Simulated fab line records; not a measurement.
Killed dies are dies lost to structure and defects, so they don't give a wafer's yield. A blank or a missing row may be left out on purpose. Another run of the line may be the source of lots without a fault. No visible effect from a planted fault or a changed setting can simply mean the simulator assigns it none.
A lot that was struck, set against a sound lot / flow rit_cmos / 16 out of 202 route steps
Sound: these wafers, L670.2, L670.5, L670.6. Struck: wafers L663.2, L663.6 (left out: L663.3, a lot-mate that was not struck); the cause follows at the end.
For every step that has rows: the tool of each side, followed by ch and its chambers, followed by its first start. Under that, the readings that differ: sound wafers / struck wafers / difference of the means / sigmas: that difference in standard deviations of wafers without a fault.
alike: words and numbers the same on both sides, and readings whose means are apart by under 2 such deviations; not compared: readings that were withheld, readings missing a value for some wafer, numbers with overlapping values and no deviation given by the record, and bounds like >300 which may hide the same value.
The two part at a step that has a row with sigmas, a row that says differs or no value, or rows on one side only. Non-overlapping numbers with no deviation appear without sigmas and do not part them. A reading that every wafer of one side lacks parts them only if that side has two wafers or more.

RIT_SDANNEAL_RTA_03: time 5 s.
  sound on rtp_anneal-01 ch 0, day 6 15:22; struck on rtp_anneal-02 ch 0, day 5 03:13
  alike: wafer_temp_C_max
RIT_SDANNEAL_RS_MEAS_04: uses a four-point probe to measure.
  struck on film_metro-03, day 5 03:20; sound on film_metro-04, day 6 15:25
  alike: PSD_RS
RIT_SDANNEAL_RS_MEAS_05: uses a four-point probe to measure.
  struck on film_metro-03, day 5 03:28; sound on film_metro-04, day 6 15:32
  alike: NSD_RS
RIT_SDANNEAL_RS_MEAS_06: uses a four-point probe to measure.
  struck on film_metro-03, day 5 03:35; sound on film_metro-04, day 6 15:40
  alike: PLDD_RS
RIT_SDANNEAL_RS_MEAS_07: uses a four-point probe to measure.
  struck on film_metro-03, day 5 03:42; sound on film_metro-04, day 6 15:47
  alike: NLDD_RS
then, 1 step without rows for these wafers: RIT_SILICIDE_WET_ETCH_00 (etches SiO2 in BOE, target depth 14 nm, time 15 s).
RIT_SILICIDE_SPUTTER_01: material Ti, target thk 30 nm, time 240 s.
  struck on pvd_sputter-01, day 5 03:49; sound on pvd_sputter-01, day 6 15:54
  alike: throttle_valve_pct
RIT_SILICIDE_RS_MEAS_02: uses a four-point probe to measure.
  struck on film_metro-04, day 5 03:59; sound on film_metro-01, day 6 16:04
  alike: SILICIDE_TI_RS
RIT_SILICIDE_THK_MEAS_03: measures by xrf.
  struck on film_metro-04, day 5 04:05; sound on film_metro-01, day 6 16:11
  alike: SILICIDE_TI_THK
RIT_SILICIDE_RTA_04: time 10 s, ramp up 5 s, ramp down 5 s.
  sound on rtp_anneal-02 ch 0, day 6 16:14; struck on rtp_anneal-01 ch 0, day 5 04:09
  alike: wafer_temp_C_max
then, 1 step without rows for these wafers: RIT_SILICIDE_WET_ETCH_05 (etches Ti in SPM, time 120 s).
RIT_SILICIDE_RTA_06: time 10 s, ramp up 5 s, ramp down 10 s.
  sound on rtp_anneal-01 ch 0, day 6 16:21; struck on rtp_anneal-02 ch 0, day 5 04:16
  alike: wafer_temp_C_max
RIT_CONTACT_CVD_00: deposits SiO2 from TEOS, target thk 400 nm, time 62.96 s.
  sound on pecvd-01 ch 0,1, day 6 16:25; struck on pecvd-02 ch 1, day 5 04:23
  alike: heater_power_w
RIT_CONTACT_THK_MEAS_01:
  struck on film_metro-01, day 5 04:26; sound on film_metro-04, day 6 16:28
reading=CONTACT_TEOS_THK (nm); sound=402 410 409; struck=353 359; difference=-51; sigmas=-9
then, 1 step without rows for these wafers: RIT_CONTACT_HMDS_02 (prime time 60 s).
RIT_M1_PROBE_99:
  struck on prober-01, day 5 11:42; sound on prober-02, day 6 23:04
reading=killed_at_contacts; sound=0 0; struck=1 0; difference=+0; sigmas=+2
reading=killed_open; sound=3 4; struck=7 8; difference=+4; sigmas=+2
  alike: killed_at_front_end, killed_dies, killed_short

## WHERE THEY PART
At RIT_CONTACT_THK_MEAS_01 first; at RIT_M1_PROBE_99 last (within this record only).

WHY: whatever the simulator had introduced
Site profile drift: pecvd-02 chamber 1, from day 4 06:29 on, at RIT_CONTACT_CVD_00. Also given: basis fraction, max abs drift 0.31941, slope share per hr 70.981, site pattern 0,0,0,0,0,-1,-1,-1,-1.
